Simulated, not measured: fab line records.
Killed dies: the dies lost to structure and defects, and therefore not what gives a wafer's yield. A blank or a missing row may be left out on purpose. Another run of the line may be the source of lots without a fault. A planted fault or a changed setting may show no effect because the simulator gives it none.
Split-lot study || flow rit-cmos || on a route of 202 steps: 5 lots, 23 wafers read

== THE SPLIT ==
At RIT_ACTIVE_COAT_06 (resist thk 1000 nm), the setting resist-thk-nm was moved away from the recipe's 1000 nm on 7 of the 23 wafers read, by +3.7% to +5.2%. This setting was run at the recipe's value on the other wafers.

== FROM THE SPLIT TO THE READING: what the file shows between them, 8 steps ==
- RIT_ACTIVE_SOFTBAKE_07: time 60 s
- RIT_ACTIVE_EXPOSE_08: exposes mask M1, target cd 1400 nm
- RIT_ACTIVE_PEB_09
- RIT_ACTIVE_DEVELOP_10: develop time 50 s
- RIT_ACTIVE_CD_MEAS_11: target cd 1400 nm
- RIT_ACTIVE_HARDBAKE_12: time 60 s
- RIT_ACTIVE_ETCH_13: etches Si3N4 in SF6, stops on SiO2, time 210 s, target depth 210 nm
- RIT_ACTIVE_STRIP_14: strips in O2, time 180 s (also split here: pressure-mtorr)

== THE READING ==
cd-nm (nm) at RIT_ACTIVE_CD_MEAS_90, where the cd target is 1400 nm. On this fab line, fault-free wafers typically give 1399.9 nm with a standard deviation of 2.1 nm.

{"wafer": "L074.2", "tool, chamber at the split": "litho-track-02, 0", "resist-thk-nm as run, nm": 1000, "against the recipe": "recipe", "cd-nm, nm": 1399.7, "against lot-mates on the recipe": "-"}
{"wafer": "L074.3", "tool, chamber at the split": "litho-track-02, 0", "resist-thk-nm as run, nm": 1000, "against the recipe": "recipe", "cd-nm, nm": 1400.4, "against lot-mates on the recipe": "-"}
{"wafer": "L074.4", "tool, chamber at the split": "litho-track-02, 0", "resist-thk-nm as run, nm": 1000, "against the recipe": "recipe", "cd-nm, nm": 1399.6, "against lot-mates on the recipe": "-"}
{"wafer": "L074.5", "tool, chamber at the split": "litho-track-02, 0", "resist-thk-nm as run, nm": 1000, "against the recipe": "recipe", "cd-nm, nm": 1402.0, "against lot-mates on the recipe": "-"}
{"wafer": "L074.6", "tool, chamber at the split": "litho-track-02, 0", "resist-thk-nm as run, nm": 1000, "against the recipe": "recipe", "cd-nm, nm": 1398.5, "against lot-mates on the recipe": "-"}
{"wafer": "L078.2", "tool, chamber at the split": "litho-track-02, 0", "resist-thk-nm as run, nm": 1052, "against the recipe": "+5.2%", "cd-nm, nm": 1406.7, "against lot-mates on the recipe": "+7.7"}
{"wafer": "L078.3", "tool, chamber at the split": "litho-track-02, 0", "resist-thk-nm as run, nm": 1000, "against the recipe": "recipe", "cd-nm, nm": 1400.2, "against lot-mates on the recipe": "-"}
{"wafer": "L078.4", "tool, chamber at the split": "litho-track-02, 0", "resist-thk-nm as run, nm": 1000, "against the recipe": "recipe", "cd-nm, nm": 1399.6, "against lot-mates on the recipe": "-"}
{"wafer": "L078.5", "tool, chamber at the split": "litho-track-02, 0", "resist-thk-nm as run, nm": 1000, "against the recipe": "recipe", "cd-nm, nm": 1397.2, "against lot-mates on the recipe": "-"}
{"wafer": "L078.6", "tool, chamber at the split": "litho-track-02, 0", "resist-thk-nm as run, nm": 1052, "against the recipe": "+5.2%", "cd-nm, nm": 1406.9, "against lot-mates on the recipe": "+7.9"}
{"wafer": "L081.1", "tool, chamber at the split": "litho-track-02, 0", "resist-thk-nm as run, nm": 1000, "against the recipe": "recipe", "cd-nm, nm": 1394.3, "against lot-mates on the recipe": "-"}
{"wafer": "L081.2", "tool, chamber at the split": "litho-track-02, 0", "resist-thk-nm as run, nm": 1000, "against the recipe": "recipe", "cd-nm, nm": 1396.2, "against lot-mates on the recipe": "-"}
{"wafer": "L081.3", "tool, chamber at the split": "litho-track-02, 0", "resist-thk-nm as run, nm": 1041, "against the recipe": "+4.1%", "cd-nm, nm": 1397.7, "against lot-mates on the recipe": "+3.1"}
{"wafer": "L081.4", "tool, chamber at the split": "litho-track-02, 0", "resist-thk-nm as run, nm": 1000, "against the recipe": "recipe", "cd-nm, nm": 1393.2, "against lot-mates on the recipe": "-"}
{"wafer": "L081.5", "tool, chamber at the split": "litho-track-02, 0", "resist-thk-nm as run, nm": 1041, "against the recipe": "+4.1%", "cd-nm, nm": 1398.5, "against lot-mates on the recipe": "+3.9"}
{"wafer": "L083.1", "tool, chamber at the split": "litho-track-04, 0", "resist-thk-nm as run, nm": 1000, "against the recipe": "recipe", "cd-nm, nm": 1398.7, "against lot-mates on the recipe": "-"}
{"wafer": "L083.3", "tool, chamber at the split": "litho-track-04, 0", "resist-thk-nm as run, nm": 1000, "against the recipe": "recipe", "cd-nm, nm": 1398.3, "against lot-mates on the recipe": "-"}
{"wafer": "L083.4", "tool, chamber at the split": "litho-track-04, 0", "resist-thk-nm as run, nm": 1000, "against the recipe": "recipe", "cd-nm, nm": 1397.9, "against lot-mates on the recipe": "-"}
{"wafer": "L085.1", "tool, chamber at the split": "litho-track-01, 0", "resist-thk-nm as run, nm": 1037, "against the recipe": "+3.7%", "cd-nm, nm": 1403.7, "against lot-mates on the recipe": "+3.8"}
{"wafer": "L085.2", "tool, chamber at the split": "litho-track-01, 0", "resist-thk-nm as run, nm": 1000, "against the recipe": "recipe", "cd-nm, nm": 1399.8, "against lot-mates on the recipe": "-"}
{"wafer": "L085.4", "tool, chamber at the split": "litho-track-01, 0", "resist-thk-nm as run, nm": 1037, "against the recipe": "+3.7%", "cd-nm, nm": 1403.7, "against lot-mates on the recipe": "+3.8"}
{"wafer": "L085.5", "tool, chamber at the split": "litho-track-01, 0", "resist-thk-nm as run, nm": 1037, "against the recipe": "+3.7%", "cd-nm, nm": 1403.0, "against lot-mates on the recipe": "+3.1"}
{"wafer": "L085.6", "tool, chamber at the split": "litho-track-01, 0", "resist-thk-nm as run, nm": 1000, "against the recipe": "recipe", "cd-nm, nm": 1400.1, "against lot-mates on the recipe": "-"}

THE FIT
A straight line over all 23 wafers: cd-nm changes by +1.09 nm for each +1% of resist-thk-nm; r = +0.65; the points scatter about the line by 2.6 nm.
The same after taking each lot's own level away (the mean of its wafers on the recipe; 23 wafers): +1.17 nm for each +1%; r = +0.90; scatter 1.2 nm.
According to that fit, moving resist-thk-nm by its largest amount changes the reading by 6.1 nm.
Across the lots, their own levels run from 1394.57 to 1400.04 nm, a range of 2.6 times the standard deviation given above.
So the lot-to-lot level blurs the effect unless lot-mates are compared.
Check: for one of the wafers moved furthest among these (+5.2%), held out of the fit, the line's prediction against its lot-mates is +5.59 nm. It came out at +7.7 nm against them.

== OTHER SPLITS ON THESE WAFERS ==
Before the reading, these wafers also passed through other splits. Each is held against what the fit with the lots' levels taken away leaves over:
{"other split on the same wafers": "RIT_ACTIVE_CVD_03 time-s", "wafers away from the commonest value": 15, "r with cd-nm (lot level and that fit taken away)": -0.02}
{"other split on the same wafers": "RIT_ACTIVE_STRIP_14 pressure-mtorr", "wafers away from the commonest value": 18, "r with cd-nm (lot level and that fit taken away)": "+0.15"}

== THE WHOLE CHAIN: every reading that the file lists as answering this split, in the file's order ==
{"step": "RIT_ACTIVE_COAT_06", "what it does": "resist thk 1000 nm", "reading": "NOVOLAK_of_ACTIVE_COAT_06.thk-nm (the simulator's own value, which no gauge read)", "change (the file's fit)": "+9.68 nm for each +1% of the setting", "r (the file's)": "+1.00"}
{"step": "RIT_ACTIVE_CD_MEAS_11", "what it does": "target cd 1400 nm", "reading": "cd-nm", "change (the file's fit)": "+1.24 nm for each +1% of the setting", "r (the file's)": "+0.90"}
{"step": "RIT_ACTIVE_HARDBAKE_12", "what it does": "time 60 s", "reading": "NOVOLAK_of_ACTIVE_COAT_06.thk-nm (the simulator's own value, which no gauge read)", "change (the file's fit)": "+8.48 nm for each +1% of the setting", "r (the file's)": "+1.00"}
{"step": "RIT_ACTIVE_CD_MEAS_90", "what it does": "target cd 1400 nm", "reading": "cd-nm", "change (the file's fit)": "+1.19 nm for each +1% of the setting", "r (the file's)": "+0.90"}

== THE FILE'S OWN FIT ==
cd-nm changes by +1.19 nm for each +1% of resist-thk-nm, r = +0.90.
